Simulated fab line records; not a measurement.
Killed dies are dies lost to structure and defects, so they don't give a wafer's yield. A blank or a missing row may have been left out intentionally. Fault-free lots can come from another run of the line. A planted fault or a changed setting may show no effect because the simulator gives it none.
A single fault, viewed from 2 desks / flow berkeley-cmos170 / each desk holds nothing but its own numbers, with what lay behind them at the end

## FOR THE TOOL OWNER'S DESK: lpcvd-01
The tool's own readings at UCB170_GATE_CVD_04 (deposits poly-Si from SiH4, time 1440 s, target thk 214 nm): means of the sampled wafers that have a number, for each lot that ran on this tool. A lot is out of limits, marked OUT, if its mean lies more than 4 standard deviations from the usual mean; the brackets give that distance.
Columns: A = sih4-flow-sccm at UCB170_GATE_CVD_04, usual 120.0 sccm
lot=L263; first seen here=day 7 11:28; A=120.1
lot=L264; first seen here=day 7 11:28; A=119.6
lot=L265; first seen here=day 7 11:28; A=119.6
lot=L272; first seen here=day 9 01:52; A=119.8
lot=L276; first seen here=day 10 08:34; A=59.8 (-99 or more) OUT
lot=L277; first seen here=day 10 08:34; A=59.8 (-99 or more) OUT
lot=L278; first seen here=day 10 08:34; A=60.3 (-99 or more) OUT
This desk's finding: out of limits on L276, L277, L278; first on L276, day 10 08:34 (sih4-flow-sccm at UCB170_GATE_CVD_04). Within limits: L263, L264, L265, L272.

## THE METROLOGY DESK
Means of the sampled wafers that have a number, per lot and without regard to the tool the lot ran on: this is what the gauges read. A lot is out of limits, marked OUT, if its mean lies more than 4 standard deviations from the usual mean; the brackets give that distance.
Columns: A = cd-nm at UCB170_ACTIVE_CD_MEAS_13, usual 1200.4 nm; B = PVT_OVL at UCB170_PVT_OVL_MEAS_06, usual -5 nm; C = FIELD_OXIDE_LEFT_2_THK at UCB170_FIELD_THK_MEAS_91, usual 349 nm; D = GATE_POLY_THK at UCB170_GATE_THK_MEAS_05, usual 214.0 nm
lot=L262; first seen here=day 4 17:47; A=1199.1; B=-4; C=351; D=213.7
lot=L264; first seen here=day 5 03:18; A=1200.5; B=-9; C=331; D=215.4
lot=L265; first seen here=day 5 03:24; A=1199.5; B=-2; C=327; D=214.5
lot=L263; first seen here=day 5 03:35; A=1197.7; B=2; C=320; D=215.8
lot=L267; first seen here=day 5 16:46; A=1200.4; B=3; C=334; D=211.6
lot=L268; first seen here=day 6 03:40; A=1200.6; B=-10; C=349; D=217.4
lot=L270; first seen here=day 6 12:36; A=1199.2; B=-6; C=351; D=215.7
lot=L272; first seen here=day 6 18:10; A=1198.7; B=-2; C=362; D=212.4
lot=L277; first seen here=day 7 18:22; A=1200.5; B=-10; C=342; D=106.9 (-63) OUT
lot=L276; first seen here=day 7 18:28; A=1200.9; B=-8; C=357; D=106.4 (-63) OUT
lot=L278; first seen here=day 7 22:46; A=1201.6; B=-13; C=350; D=105.6 (-64) OUT
lot=L280; first seen here=day 8 12:26; A=1199.1; B=1; C=370; D=214.6
lot=L281; first seen here=day 8 17:20; A=1200.3; B=-15; C=361; D=217.5
lot=L283; first seen here=day 9 22:34; A=1201.6; B=-3; C=349; D=213.7
lot=L284; first seen here=day 9 22:50; A=1199.0; B=-3; C=362; D=214.4
This desk's finding: out of limits on L276, L277, L278; first on L276, day 10 09:58 (GATE_POLY_THK at UCB170_GATE_THK_MEAS_05). Within limits: L262, L264, L265, L263, L267, L268, L270, L272, L280, L281, L283, L284.

## ALL TOGETHER
The tool owner's desk could have raised an alarm at day 10 08:34, on L276, L277, L278.
L276, L277, L278 would have let the metrology desk raise an alarm at day 10 09:58.
Every lot named ran UCB170_GATE_CVD_04 on lpcvd-01.

## WHAT THE SIMULATOR PUT IN
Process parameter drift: lpcvd-01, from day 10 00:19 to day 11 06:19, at UCB170_GATE_CVD_04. A move of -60 in setting sih4-flow-sccm, from 120. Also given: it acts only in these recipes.
Struck lots among those shown: L276, L277, L278.
Time in hours from fault onset to the first out-of-limits reading at each desk: tool owner's desk 8, metrology desk 10.
